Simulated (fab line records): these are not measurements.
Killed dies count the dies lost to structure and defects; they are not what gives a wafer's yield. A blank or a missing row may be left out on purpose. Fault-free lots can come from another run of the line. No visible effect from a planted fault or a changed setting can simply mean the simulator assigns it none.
Problem report, 8D (eight disciplines) form, completed by code :: flow rit cmos :: the parts of the form that need people (team, actions taken, sign-off) are left out

1. WHAT IS WRONG
Mean of dose ions cm2 at RIT_PRETRO_IMPLANT_08: 1.2338e+13 across 6 wafers in 2 lots; on wafers with no fault it is 1.1998e+13 (standard deviation 1.4e+10). That is +24 standard deviations from the usual mean.
First observed at day 4 00:05: wafer L542.3, on implanter-02. The record holds 42 wafers of 14 lots with a number at this step. Rule for "out", or "out of limits": more than 4 standard deviations from the usual mean. All remaining wafers that have a number are taken as sound.

2. WHAT IT IS; WHAT IT IS NOT
question: which readings at this step
is: dose ions cm2
is not: beam on s, tilt deg

question: which lots
is: L542, L543
is not: L534, L536, L537, L538, L539, L544, L546, L548, L549, L554, L556, L557

question: which wafers of those lots
is: all that have a number
is not: -

question: read on which tools
is: implanter-02
is not: implanter-01, implanter-04

question: when
is: from day 4 00:05
is not: up to then (15 sound wafers); but 21 sound wafers of L544, L546, L548, L549, L554, L556, L557 came after

3. SUSPECTS, AND WHAT RULES EACH OUT
Counting: a tool stays on the suspect list if, at a process step up to the reading, it processed all lots that are out and no sound lot following the first of them.
- implanter-02 at RIT_PRETRO_IMPLANT_08: kept. Every lot that is out went through it, starting with L542 (day 4 00:05), and after that it ran no sound lot; the last sound lot it ran before then is L539 (day 3 08:43). Its own dose ions cm2 readings are out on those wafers.
Left after counting: implanter-02 at RIT_PRETRO_IMPLANT_08.

4. THE CAUSE (what the simulator had put in)
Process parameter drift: implanter-02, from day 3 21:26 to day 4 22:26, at RIT_PRETRO_IMPLANT_08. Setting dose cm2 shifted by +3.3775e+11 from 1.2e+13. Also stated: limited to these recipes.
After counting, this tool was the only one left.

5. SEQUENCE OF EFFECTS, ordered by route
Each row: a reading whose mean over the struck wafers that have a number lies more than 3 standard deviations from the usual. Readings are gone through only where the record gives a usual standard deviation; hours: the median, over the lots, of the time from a lot's start at the first step in this table giving one to that lot's start at this step; sigmas: the change measured in usual standard deviations.
hours: 0
step: RIT_PRETRO_IMPLANT_08
reading: dose ions cm2
usual: 1.1998e+13
on struck wafers: 1.2338e+13
change: +3.4017e+11
sigmas: +24
Its process steps:
- RIT_PRETRO_IMPLANT_08

6. HOW IT WOULD HAVE BEEN CAUGHT EARLIER
The fault began at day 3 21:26; the first out-of-limits reading in this record came at day 4 00:05, 3 hours later.
